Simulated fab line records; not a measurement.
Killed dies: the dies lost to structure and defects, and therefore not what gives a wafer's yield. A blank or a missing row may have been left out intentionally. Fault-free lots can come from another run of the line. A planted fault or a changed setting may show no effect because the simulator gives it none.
Code-filled problem report in 8D (eight disciplines) form ; flow berkeley cmos170 ; the parts of the form that need people (team, actions taken, sign-off) are left out

## 1. THE PROBLEM
Wafers free of any fault read 2334 (standard deviation 44) for PSD_TW at UCB170_PSD_TW_MEAS_10, against a mean of 2134 on 6 wafers of 2 lots. Relative to the usual mean, that is a shift of -4.5 standard deviations.
First seen on wafer L254.2, day 8 09:18, on film metro-04. The record holds 42 wafers of 14 lots with a number at this step. By rule, "out" or "out of limits" means more than 4 standard deviations away from the usual mean. All remaining wafers that have a number are taken as sound.

## 2. WHAT IT IS, AND WHAT IT ISN'T
question;is;is not
which readings at this step;PSD_TW;-
which lots;L254, L255;L246, L247, L248, L256, L257, L258, L259, L262, L264, L266, L268, L269
which wafers of those lots;all that have a number;-
read on which gauges;film metro-03, film metro-04;film metro-01
when;from day 8 09:18;"up to then (9 sound wafers); but 27 sound wafers of L256, L257, L258, L259, L262, L264, L266, L268, L269 came after"

## 3. THE SUSPECTS, EACH WITH WHAT RULES IT OUT
Counting: a tool at a process step up to the reading stays a suspect if it ran every lot that is out and no sound lot after the first of them.
- the gauge at UCB170_PSD_TW_MEAS_10: ruled out. 2 gauges (film metro-03, film metro-04) read the wafers that are out.
- implanter-04 at UCB170_PSD_IMPLANT_08: kept. It ran every lot that is out, first L254 (day 8 09:04), and no sound lot after that; its last sound lot up to then is L248 (day 7 04:51). Its own beam on s, faraday current uA readings are out on those wafers.
- plasma asher-02 at UCB170_PSD_STRIP_09 (strips in O2): ruled out as a lasting fault. The sound lots L257, L268 went through it after L254, its earliest lot that is out (day 8 09:11).
The count leaves implanter-04 at UCB170_PSD_IMPLANT_08.

## 4. THE CAUSE (what the simulator had put in)
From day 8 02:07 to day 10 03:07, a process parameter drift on implanter-04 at UCB170_PSD_IMPLANT_08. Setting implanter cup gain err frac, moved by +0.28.
After counting, this tool was the only one left.

## 5. THE EFFECT CHAIN, in route order
One row per reading whose mean, taken over the struck wafers that have a number, lies over 3 standard deviations from the usual. Scope: only readings with a usual standard deviation given in the record; hours: median across lots of the time from each lot's start at the first step in this table that gives one to its start at this step; sigmas: change in usual standard deviations.
hours;step;reading;usual;on struck wafers;change;sigmas
0;UCB170_PSD_IMPLANT_08;beam on s;10.00 s;7.84;-2.16;-11
0;UCB170_PSD_IMPLANT_08;faraday current uA;9264;11811;+2547;+14
0;UCB170_PSD_STRIP_09;oes product au;0.600 a.u.;0.636;+0.036;+7.8
0;UCB170_PSD_STRIP_09;strip time to endpoint s;29.41 s;26.81;-2.60;-40
0;UCB170_PSD_TW_MEAS_10;PSD_TW;2334;2134;-200;-4.5
5;UCB170_SDANNEAL_RS_MEAS_02;PSD_RS;75.49 ohm/sq;89.48;+13.99;+50
Process steps it contains:
- UCB170_PSD_IMPLANT_08
- UCB170_PSD_STRIP_09: strips in O2.
Later steps that measure or inspect, where all struck wafers having a row at the step show a number for every such reading and not one has moved that far: UCB170_NSD_CD_MEAS_06, UCB170_NSD_OVL_MEAS_07.

## 6. WHAT WOULD HAVE CAUGHT IT SOONER
7 hours passed between the start of the fault at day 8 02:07 and the first reading out of limits at a measuring or inspecting step in this record, taken at day 8 09:18.
The tool's own readings at UCB170_PSD_IMPLANT_08 were out on every struck wafer that the step has a row for (beam on s, faraday current uA): an alarm limit on them would have fired on the first of those.
L255, from the lots that are out (2), started UCB170_PSD_IMPLANT_08 on implanter-04 later than day 8 09:18. Holding the tool at that time would have saved it.
